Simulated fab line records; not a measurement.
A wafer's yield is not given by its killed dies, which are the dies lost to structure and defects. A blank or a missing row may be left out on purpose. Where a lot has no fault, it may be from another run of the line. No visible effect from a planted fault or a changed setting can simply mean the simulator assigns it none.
8D (eight disciplines) problem report, filled in by code    flow rit_cmos    the parts of the form that need people (team, actions taken, sign-off) are left out

== 1. WHAT WENT WRONG ==
Across 6 wafers from 2 lots, SILICIDE_TI_RS at RIT_SILICIDE_RS_MEAS_02 averages 32.6 ohm/sq, while fault-free wafers read 50.7 ohm/sq with a standard deviation of 0.57. That is -32 standard deviations from the usual mean.
The step: measures by four-point-probe.
Earliest sighting: wafer L151.1 on film_metro-03 at day 5 04:23. Wafers with a number at this step in the record: 42, from 14 lots. Rule for "out", or "out of limits": more than 4 standard deviations from the usual mean. The rest of the wafers with a number are treated as sound.

== 2. WHAT IT IS; WHAT IT IS NOT ==
question                     is                            is not
which readings at this step  SILICIDE_TI_RS                -
which lots                   L151, L153                    L141, L142, L143, L144, L145, L146, L147, L148, L154, L157, L161, L163
which wafers of those lots   all that have a number        -
read on which gauges         film_metro-03, film_metro-04  film_metro-01
when                         from day 5 04:23              up to then (24 sound wafers); but 12 sound wafers of L154, L157, L161, L163 came after

== 3. THE SUSPECTS, EACH WITH WHAT RULES IT OUT ==
Counting: a tool at any process step up to the reading remains a suspect when it ran all the lots that are out and ran no sound lot after the first of those.
- the gauge at RIT_SILICIDE_RS_MEAS_02 has been ruled out. The wafers that are out were read on 2 gauges (film_metro-03, film_metro-04).
- pvd_sputter-01 at RIT_SILICIDE_SPUTTER_01 (material Ti, target thk 30 nm, time 229.5 s): kept. It ran every lot that is out, first L151 (day 5 04:05), and no sound lot after that; its last sound lot up to then is L147 (day 4 07:08).
The count leaves pvd_sputter-01 at RIT_SILICIDE_SPUTTER_01.

== 4. THE CAUSE (what the simulator had put in) ==
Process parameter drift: pvd_sputter-01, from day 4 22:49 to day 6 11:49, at RIT_SILICIDE_SPUTTER_01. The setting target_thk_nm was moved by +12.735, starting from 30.
Only this tool survived the counting.

== 5. SEQUENCE OF EFFECTS, ordered by route ==
Rows list readings where the struck wafers' mean (over those with a number) sits beyond 3 standard deviations from the usual. Readings are gone through only where the record gives a usual standard deviation; hours: the median, over the lots, of the time from a lot's start at the first step in this table giving one to that lot's start at this step; sigmas: the change measured in usual standard deviations.
hours  step                      reading          usual        on struck wafers  change  sigmas
0      RIT_SILICIDE_RS_MEAS_02   SILICIDE_TI_RS   50.7 ohm/sq  32.6              -18.1   -32
0      RIT_SILICIDE_THK_MEAS_03  SILICIDE_TI_THK  28.26 nm     40.42             +12.16  +47

== 6. WHAT WOULD HAVE CAUGHT IT SOONER ==
In this record the first reading out of limits at a measuring or inspecting step was taken at day 5 04:23, 6 hours after the fault began at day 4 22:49.
No tool reading at RIT_SILICIDE_SPUTTER_01 that has a usual standard deviation in the record was out on any struck wafer, so an alarm limit of 4 standard deviations on those readings would not have fired.
Among the 2 lots that are out, L153 began RIT_SILICIDE_SPUTTER_01 on pvd_sputter-01 after day 5 04:23. Putting the tool on hold at that point would have spared it.
